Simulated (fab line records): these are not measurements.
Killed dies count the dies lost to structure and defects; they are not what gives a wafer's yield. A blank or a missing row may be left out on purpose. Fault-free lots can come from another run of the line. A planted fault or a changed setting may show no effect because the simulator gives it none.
Matching of chambers | flow rit cmos | 4 sister chambers for RIT_GATE_ETCH_19 on rie si-01
The step etches poly-Si in SF6/CHF3/O2, stops on SiO2, time 165 s, target depth 312.5 nm. 8 wafers are shown with their chamber, then 7 later ones without.

## WAFERS, EACH WITH ITS CHAMBER
wafer  | chamber | throttle valve pct (%) | drypump motor current A (A)
L902.6 | 3       | 10.45                  | 5.6
L908.1 | 3       | 10.43                  | 5.7
L908.6 | 1       | 10.13                  | 5.7
L910.2 | 1       | 10.15                  | 5.6
L910.3 | 2       | 10.20                  | 6.4
L910.4 | 0       | 10.19                  | 6.4
L912.2 | 2       | 10.22                  | 6.3
L912.3 | 0       | 10.18                  | 6.4

## WAFERS WITH NO CHAMBER GIVEN
wafer  | throttle valve pct (%) | drypump motor current A (A)
L912.5 | 10.13                  | 5.6
L916.4 | 10.19                  | 6.4
L916.5 | 10.15                  | 5.6
L916.6 | 10.21                  | 6.4
L922.1 | 10.23                  | 6.4
L922.2 | 10.44                  | 5.6
L922.3 | 10.21                  | 6.4

## CHAMBER TAKEN BY EACH
wafer  | from the rows above     | in truth
L912.5 | 1                       | 1
L916.4 | can't be placed: 0 or 2 | 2
L916.5 | 1                       | 1
L916.6 | can't be placed: 2 or 0 | 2
L922.1 | can't be placed: 2 or 0 | 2
L922.2 | 3                       | 3
L922.3 | can't be placed: 2 or 0 | 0
3 of 7 placed correctly. From these rows, 4 cannot be placed; in 4 the true chamber is one of the candidates. Number placed wrongly: 0.
How it was worked out, from the rows above alone: a wafer's distance from a chamber is the root of the sum, over the readings, of the square of ((its reading less the chamber's mean) divided by the reading's scatter). The wafer belongs to the nearest chamber; if the next one is less than 2 further off, it can't be placed. Each chamber's mean is taken over the wafers shown for it. The scatter is the square root of a quotient: the sum, over the shown wafers, of each reading's squared deviation from its chamber's mean, divided by wafers minus chambers.
